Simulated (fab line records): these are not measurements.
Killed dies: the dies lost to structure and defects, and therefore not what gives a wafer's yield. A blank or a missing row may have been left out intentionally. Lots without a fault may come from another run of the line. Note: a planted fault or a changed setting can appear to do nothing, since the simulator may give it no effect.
The tool behind it: which one? :: flow rit_cmos :: Sampling: 14 lots, 42 wafers, 2 of 202 route steps

== WHAT THE GAUGES SHOWED, per wafer ==
RIT_CONTACT_CD_MEAS_08: target cd 1000 nm. Usual: cd_nm reads 1000.1 nm (standard deviation 1.9).
lot: L461
measured: day 3 06:05
on: cd_sem-02
cd_nm (nm): 1000.5 1000.3 999.2
flag: 

lot: L462
measured: day 3 08:21
on: cd_sem-02
cd_nm (nm): 998.4 997.3 998.8
flag: 

lot: L463
measured: day 3 13:23
on: cd_sem-02
cd_nm (nm): 999.8 998.0 999.5
flag: 

lot: L464
measured: day 3 20:05
on: cd_sem-01
cd_nm (nm): 998.8 999.2 998.8
flag: 

lot: L465
measured: day 3 23:34
on: cd_sem-01
cd_nm (nm): 1002.9 1000.3 1003.2
flag: 

lot: L466
measured: day 4 05:25
on: cd_sem-02
cd_nm (nm): 1003.1 1003.3 1006.9
flag: 

lot: L469
measured: day 5 00:19
on: cd_sem-02
cd_nm (nm): 999.0 999.9 999.7
flag: 

lot: L473
measured: day 5 17:26
on: cd_sem-01
cd_nm (nm): 1034.3 1031.3 1032.2
flag: OFF

lot: L474
measured: day 5 21:53
on: cd_sem-02
cd_nm (nm): 1025.7 1022.0 1023.5
flag: OFF

lot: L475
measured: day 6 05:31
on: cd_sem-02
cd_nm (nm): 998.8 1001.1 1000.1
flag: 

lot: L477
measured: day 6 13:25
on: cd_sem-01
cd_nm (nm): 1001.6 1001.2 1003.4
flag: 

lot: L478
measured: day 6 17:25
on: cd_sem-02
cd_nm (nm): 999.3 999.9 999.3
flag: 

lot: L479
measured: day 7 00:28
on: cd_sem-02
cd_nm (nm): 1001.7 1001.7 1001.4
flag: 

lot: L480
measured: day 7 03:52
on: cd_sem-01
cd_nm (nm): 1000.2 998.9 1002.0
flag: 

== WHICH TOOL RAN EACH LOT (tool, then ch and the chambers of the sampled wafers, then the start) ==
lot: L461
RIT_CONTACT_DEVELOP_07: litho_track-02 ch 0, day 3 05:00

lot: L462
RIT_CONTACT_DEVELOP_07: litho_track-01 ch 0, day 3 08:00

lot: L463
RIT_CONTACT_DEVELOP_07: litho_track-03 ch 0, day 3 13:00

lot: L464
RIT_CONTACT_DEVELOP_07: litho_track-02 ch 0, day 3 19:00

lot: L465
RIT_CONTACT_DEVELOP_07: litho_track-01 ch 0, day 3 23:00

lot: L466
RIT_CONTACT_DEVELOP_07: litho_track-03 ch 0, day 4 05:00

lot: L469
RIT_CONTACT_DEVELOP_07: litho_track-03 ch 0, day 5 00:00

lot: L473
RIT_CONTACT_DEVELOP_07: litho_track-02 ch 0, day 5 17:00

lot: L474
RIT_CONTACT_DEVELOP_07: litho_track-02 ch 0, day 5 21:00

lot: L475
RIT_CONTACT_DEVELOP_07: litho_track-03 ch 0, day 6 05:00

lot: L477
RIT_CONTACT_DEVELOP_07: litho_track-03 ch 0, day 6 13:00

lot: L478
RIT_CONTACT_DEVELOP_07: litho_track-03 ch 0, day 6 17:00

lot: L479
RIT_CONTACT_DEVELOP_07: litho_track-03 ch 0, day 7 00:00

lot: L480
RIT_CONTACT_DEVELOP_07: litho_track-03 ch 0, day 7 03:00
- RIT_CONTACT_DEVELOP_07: develop time 120 s.

== WHAT THE TOOLS THEMSELVES READ (means of the sampled wafers that have a number; where no wafer has one, the mark that the record gives instead) ==
RIT_CONTACT_DEVELOP_07. Usual: exhaust_pa reads 45.0 Pa (standard deviation 0.81).
lot: L461
tool: litho_track-02
exhaust_pa (Pa): 45.6
flag: 

lot: L462
tool: litho_track-01
exhaust_pa (Pa): 45.0
flag: 

lot: L463
tool: litho_track-03
exhaust_pa (Pa): 46.1
flag: 

lot: L464
tool: litho_track-02
exhaust_pa (Pa): 45.9
flag: 

lot: L465
tool: litho_track-01
exhaust_pa (Pa): 44.5
flag: 

lot: L466
tool: litho_track-03
exhaust_pa (Pa): 45.3
flag: 

lot: L469
tool: litho_track-03
exhaust_pa (Pa): 44.3
flag: 

lot: L473
tool: litho_track-02
exhaust_pa (Pa): 44.2
flag: 

lot: L474
tool: litho_track-02
exhaust_pa (Pa): 45.2
flag: 

lot: L475
tool: litho_track-03
exhaust_pa (Pa): 45.1
flag: 

lot: L477
tool: litho_track-03
exhaust_pa (Pa): 44.9
flag: 

lot: L478
tool: litho_track-03
exhaust_pa (Pa): 45.1
flag: 

lot: L479
tool: litho_track-03
exhaust_pa (Pa): 44.5
flag: 

lot: L480
tool: litho_track-03
exhaust_pa (Pa): 45.6
flag: 

== THE ANSWER, worked out from the rows above alone ==
Rule: a lot counts as off when the mean over its wafers that have a number is more than 3 standard deviations away from the usual mean. A lot without any number at a reading at which 4 lots or more have one is off too. The other lots that the step has rows for count as sound. The gauges are gone through in route order, then the tools' own readings, and for those a lot's mean is taken as printed above. At the first step where some lot is off, the reading lying furthest off is the one used; lots without a number count as furthest.
Off: L473, L474, at RIT_CONTACT_CD_MEAS_08 (cd_nm).
If a tool, at a process step before that reading, ran all the lots that are off and no sound lot after the first of them, it fits. The gauges at RIT_CONTACT_CD_MEAS_08 are tried like those tools. One fits: RIT_CONTACT_DEVELOP_07 on litho_track-02. Its last sound lot is L464 (day 3 19:00), its first lot that is off L473 (day 5 17:00): a fault that began between those two fits.

== WHAT THE SIMULATOR HAD PUT IN ==
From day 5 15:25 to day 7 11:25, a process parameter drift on litho_track-02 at RIT_CONTACT_DEVELOP_07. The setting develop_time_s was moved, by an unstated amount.
Shown lots that were struck: L473, L474. This agrees with what the rule above found.
